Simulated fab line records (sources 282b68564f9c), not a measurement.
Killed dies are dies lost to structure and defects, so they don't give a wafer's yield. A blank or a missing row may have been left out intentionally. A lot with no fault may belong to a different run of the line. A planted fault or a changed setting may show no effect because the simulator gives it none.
Which tool was responsible? ; flow ritCmos ; 14 lots, 42 wafers sampled, at 5 steps of a route of 202

WHAT EACH GAUGE READ, for each wafer
RIT_FOX2_THK_MEAS_90.
lot;measured;on;FIELD_OXIDE_LEFT_1_THK (nm)
L453;day 1 19:36;filmMetro-02;321 317 314
L454;day 2 00:13;filmMetro-01;329 333 328
L457;day 2 16:53;filmMetro-02;324 323 322
L458;day 2 20:28;filmMetro-01;321 316 324
L462;day 3 17:30;filmMetro-02;326 323 322
L463;day 3 21:19;filmMetro-03;325 327 326
L464;day 4 02:15;filmMetro-02;325 332 335
L466;day 4 12:14;filmMetro-03;322 317 320
L470;day 5 09:42;filmMetro-02;329 324 326
L471;day 5 13:59;filmMetro-02;325 325 326
L472;day 5 18:26;filmMetro-01;321 329 321
L473;day 5 23:19;filmMetro-01;328 320 323
L474;day 6 04:52;filmMetro-01;336 335 338
L476;day 6 14:23;filmMetro-01;321 326 321

RIT_NLDD_OVL_MEAS_06.
lot;measured;on;NLDD_OVL (nm)
L453;day 2 17:26;overlay-02;0.0 -4.9 -2.5
L454;day 2 22:36;overlay-01;-1.6 -1.4 0.7
L457;day 3 14:38;overlay-01;0.3 1.5 0.7
L458;day 3 18:30;overlay-01;-0.7 1.0 2.1
L462;day 4 15:47;overlay-01;-0.8 -0.3 0.0
L463;day 4 18:43;overlay-02;0.9 2.4 0.9
L464;day 5 00:16;overlay-01;1.1 1.0 0.2
L466;day 5 10:24;overlay-01;1.3 1.2 0.7
L470;day 6 07:07;overlay-02;-1.7 -2.5 -3.1
L471;day 6 11:40;overlay-02;-0.9 -1.4 -0.4
L472;day 6 16:04;overlay-01;-180.0 -182.3 -181.1
L473;day 6 21:50;overlay-01;-181.4 -183.1 -180.9
L474;day 7 03:02;overlay-01;-0.5 -1.1 0.0
L476;day 7 11:43;overlay-02;1.2 1.4 1.3

TOOL THAT RAN EACH LOT (tool first, then ch and the chambers of the sampled wafers, then the start)
lot;RIT_NWELL_STRIP_09;RIT_GATE_STRIP_20;RIT_NLDD_EXPOSE_03
L453;plasmaAsher-02 ch 0,1, day 1 21:08;plasmaAsher-04 ch 0,1, day 2 12:59;ilineStepper-01 ch 0, day 2 17:04
L454;plasmaAsher-02 ch 0,1, day 2 01:46;plasmaAsher-01 ch 0,1, day 2 17:48;ilineStepper-01 ch 0, day 2 22:14
L457;plasmaAsher-02 ch 1, day 2 18:23;plasmaAsher-02 ch 0,1, day 3 10:28;ilineStepper-02 ch 0, day 3 14:15
L458;plasmaAsher-02 ch 0,1, day 2 22:01;plasmaAsher-04 ch 0,1, day 3 13:59;ilineStepper-02 ch 0, day 3 18:06
L462;plasmaAsher-04 ch 0,1, day 3 18:54;plasmaAsher-01 ch 0,1, day 4 11:34;ilineStepper-01 ch 0, day 4 15:26
L463;plasmaAsher-01 ch 0,1, day 3 22:41;plasmaAsher-02 ch 0,1, day 4 14:28;ilineStepper-02 ch 0, day 4 18:20
L464;plasmaAsher-02 ch 0,1, day 4 03:40;plasmaAsher-01 ch 0,1, day 4 20:10;ilineStepper-02 ch 0, day 4 23:54
L466;plasmaAsher-04 ch 0,1, day 4 13:37;plasmaAsher-01 ch 0,1, day 5 06:02;ilineStepper-02 ch 0, day 5 10:00
L470;plasmaAsher-04 ch 0,1, day 5 11:19;plasmaAsher-04 ch 0,1, day 6 02:49;ilineStepper-01 ch 0, day 6 06:45
L471;plasmaAsher-01 ch 0,1, day 5 15:31;plasmaAsher-02 ch 0,1, day 6 07:01;ilineStepper-02 ch 0, day 6 11:17
L472;plasmaAsher-02 ch 0,1, day 5 19:58;plasmaAsher-04 ch 0,1, day 6 11:52;ilineStepper-01 ch 0, day 6 15:43
L473;plasmaAsher-01 ch 0,1, day 6 00:49;plasmaAsher-04 ch 0,1, day 6 16:28;ilineStepper-01 ch 0, day 6 21:27
L474;plasmaAsher-04 ch 0, day 6 06:14;plasmaAsher-04 ch 0,1, day 6 22:47;ilineStepper-02 ch 0, day 7 02:38
L476;plasmaAsher-02 ch 0,1, day 6 16:04;plasmaAsher-02 ch 1, day 7 07:34;ilineStepper-02 ch 0, day 7 11:19
- RIT_NWELL_STRIP_09: strips in O2, time 180 s.
- RIT_GATE_STRIP_20: strips in O2, time 180 s.
- RIT_NLDD_EXPOSE_03: exposes mask M7, target cd 40700 nm.

WHAT THE TOOLS THEMSELVES READ (means of the sampled wafers that have a number; where no wafer has one, the mark that the record gives instead)
RIT_NWELL_STRIP_09.
lot;tool;chamberPressureMTorr (mTorr);drypumpMotorCurrentA (A)
L453;plasmaAsher-02;4002;5.2
L454;plasmaAsher-02;4003;5.0
L457;plasmaAsher-02;3999;4.8
L458;plasmaAsher-02;3999;5.2
L462;plasmaAsher-04;3999;5.3
L463;plasmaAsher-01;3997;5.9
L464;plasmaAsher-02;3998;5.2
L466;plasmaAsher-04;4001;5.1
L470;plasmaAsher-04;3994;5.1
L471;plasmaAsher-01;4000;5.6
L472;plasmaAsher-02;4002;5.0
L473;plasmaAsher-01;3999;5.5
L474;plasmaAsher-04;3998;5.4
L476;plasmaAsher-02;4001;5.2

RIT_GATE_STRIP_20.
lot;tool;chamberPressureMTorr (mTorr);drypumpMotorCurrentA (A)
L453;plasmaAsher-04;4002;5.3
L454;plasmaAsher-01;4001;5.9
L457;plasmaAsher-02;4003;5.2
L458;plasmaAsher-04;3999;5.1
L462;plasmaAsher-01;4003;5.9
L463;plasmaAsher-02;3998;5.0
L464;plasmaAsher-01;4000;5.6
L466;plasmaAsher-01;4002;5.6
L470;plasmaAsher-04;4001;5.2
L471;plasmaAsher-02;4001;5.0
L472;plasmaAsher-04;4001;5.1
L473;plasmaAsher-04;4000;5.1
L474;plasmaAsher-04;4004;5.2
L476;plasmaAsher-02;4000;4.8

RIT_NLDD_EXPOSE_03.
lot;tool;focusOffsetNm (nm)
L453;ilineStepper-01;-0.6
L454;ilineStepper-01;-0.4
L457;ilineStepper-02;-0.4
L458;ilineStepper-02;-0.4
L462;ilineStepper-01;-0.4
L463;ilineStepper-02;-0.1
L464;ilineStepper-02;0.1
L466;ilineStepper-02;-0.0
L470;ilineStepper-01;-0.3
L471;ilineStepper-02;0.0
L472;ilineStepper-01;-0.3
L473;ilineStepper-01;-0.0
L474;ilineStepper-02;-0.2
L476;ilineStepper-02;0.2

THE ANSWER, worked out from the rows above alone
Rule: what is usual is taken from the lots themselves. The widest of any qualifying gaps counts: lots, ordered by their means at a reading, are off when they make up no more than a third of the lots, leave a main group of 4 or more, and stand apart from it by 3 or more times the standard deviation of that group's means. The tables above print the reading to a certain number of digits; a main group whose means all agree to those digits is not used. A lot without any number at a reading at which 4 lots or more have one is off too. All remaining lots with rows at the step are treated as sound. After the gauges, taken in route order, come the tools' own readings; for these a lot's mean is taken, as printed above. The first step at which some lot is off is used, and at that step the reading that is off furthest; a lot without a number counts as furthest.
Off: L472, L473, seen at RIT_NLDD_OVL_MEAS_06 (NLDD_OVL). The main group: mean -0.1 nm, standard deviation 1.3.
If a tool, at a process step before that reading, ran all the lots that are off and no sound lot after the first of them, it fits. The gauges at RIT_NLDD_OVL_MEAS_06 are tried like those tools. One candidate fits, namely ilineStepper-01 at RIT_NLDD_EXPOSE_03. Its last sound lot is L470 (day 6 06:45), its first lot that is off L472 (day 6 15:43): a fault that began between those two fits.

WHAT THE SIMULATOR PUT IN
Scanner matching overlay: ilineStepper-01, from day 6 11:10 on, at RIT_NLDD_EXPOSE_03. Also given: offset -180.
Lots struck among those shown: L472, L473. This agrees with what the rule above found.
